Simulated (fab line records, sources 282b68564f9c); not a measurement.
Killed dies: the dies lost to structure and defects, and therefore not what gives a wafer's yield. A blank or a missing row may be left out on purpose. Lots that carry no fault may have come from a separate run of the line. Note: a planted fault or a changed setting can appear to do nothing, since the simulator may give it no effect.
Split-lot trial	flow rit_cmos	5 lots, 23 wafers read, on a route of 202 steps

ABOUT THE SPLIT
At RIT_PWELL_IMPLANT_08, the setting dose_cm2 was moved away from the recipe's 7e+13 on 7 of the 23 wafers read, by -4.5% to +3.4%. For the rest of the wafers, this setting stayed at what the recipe calls for.

FROM THE SPLIT TO THE READING: what the file shows between them, 3 steps
- RIT_PWELL_STRIP_09: strips in O2, time 180 s
- RIT_WELLDRIVE_ANNEAL_00: time 14700 s
- RIT_WELLDRIVE_RS_MEAS_01: measures by four-point-probe

THE READING
PWELL_RS, in ohm/sq, at RIT_WELLDRIVE_RS_MEAS_02 (measures by four-point-probe). On this fab line, fault-free wafers typically give 430.4 ohm/sq with a standard deviation of 1.4 ohm/sq.

wafer	tool, chamber at the split	dose_cm2 as run	against the recipe	PWELL_RS, ohm/sq	against lot-mates on the recipe
L076.2	implanter-02, 0	7e+13	recipe	431.5	-
L076.3	implanter-02, 0	7e+13	recipe	431.6	-
L076.4	implanter-02, 0	7.241e+13	+3.4%	423.3	-8.2
L076.5	implanter-02, 0	7.241e+13	+3.4%	422.2	-9.3
L076.6	implanter-02, 0	7e+13	recipe	431.4	-
L082.1	implanter-02, 0	7e+13	recipe	428.7	-
L082.2	implanter-02, 0	7e+13	recipe	428.5	-
L082.3	implanter-02, 0	7e+13	recipe	428.9	-
L082.4	implanter-02, 0	7e+13	recipe	428.2	-
L082.6	implanter-02, 0	7e+13	recipe	429.1	-
L083.1	implanter-03, 0	7e+13	recipe	431.6	-
L083.2	implanter-03, 0	6.688e+13	-4.5%	444.7	+13.1
L083.3	implanter-03, 0	6.688e+13	-4.5%	443.5	+11.9
L083.4	implanter-03, 0	7e+13	recipe	431.6	-
L083.5	implanter-03, 0	6.688e+13	-4.5%	442.9	+11.3
L084.1	implanter-04, 0	7e+13	recipe	430.0	-
L084.2	implanter-04, 0	7e+13	recipe	430.9	-
L084.3	implanter-04, 0	7e+13	recipe	429.8	-
L085.2	implanter-04, 0	7e+13	recipe	428.8	-
L085.3	implanter-04, 0	7.157e+13	+2.2%	422.3	-6.5
L085.4	implanter-04, 0	7.157e+13	+2.2%	423.1	-5.7
L085.5	implanter-04, 0	7e+13	recipe	428.9	-
L085.6	implanter-04, 0	7e+13	recipe	428.8	-

FIT RESULTS
A straight line over all 23 wafers: PWELL_RS changes by -2.84 ohm/sq for each +1% of dose_cm2; r = -0.97; the points scatter about the line by 1.5 ohm/sq.
The same after taking each lot's own level away (the mean of its wafers on the recipe; 23 wafers): -2.67 ohm/sq for each +1%; r = -1.00; scatter 0.45 ohm/sq.
That fit puts the effect of the largest move of dose_cm2 on the reading at 12 ohm/sq.
Across the lots, their own levels run from 428.68 to 431.60 ohm/sq, a range of 2.1 times the standard deviation given above.
Hence the lot-to-lot level has little effect on the slope; both slopes agree.
Check: +11.6 ohm/sq against its lot-mates is what the line predicts for one of the wafers moved furthest among these (-4.5%) when that wafer is left out of the fit. It came out at +13.1 ohm/sq against them.

FURTHER SPLITS ON THESE WAFERS
Other splits were also applied to these wafers ahead of the reading. Each is held against what the fit with the lots' levels taken away leaves over:
other split on the same wafers	wafers away from the commonest value	r with PWELL_RS (lot level and that fit taken away)
RIT_ACTIVE_CVD_03 nh3_flow_sccm	18	-0.16
RIT_FOX1_OXIDATION_00 ox_time_s	18	-0.03
RIT_NWELL_COAT_01 spin_rpm	5	-0.27
RIT_NWELL_IMPLANT_08 dose_cm2	9	-0.10

FILE'S OWN FIT
PWELL_RS changes by -2.67 ohm/sq for each +1% of dose_cm2, r = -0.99.
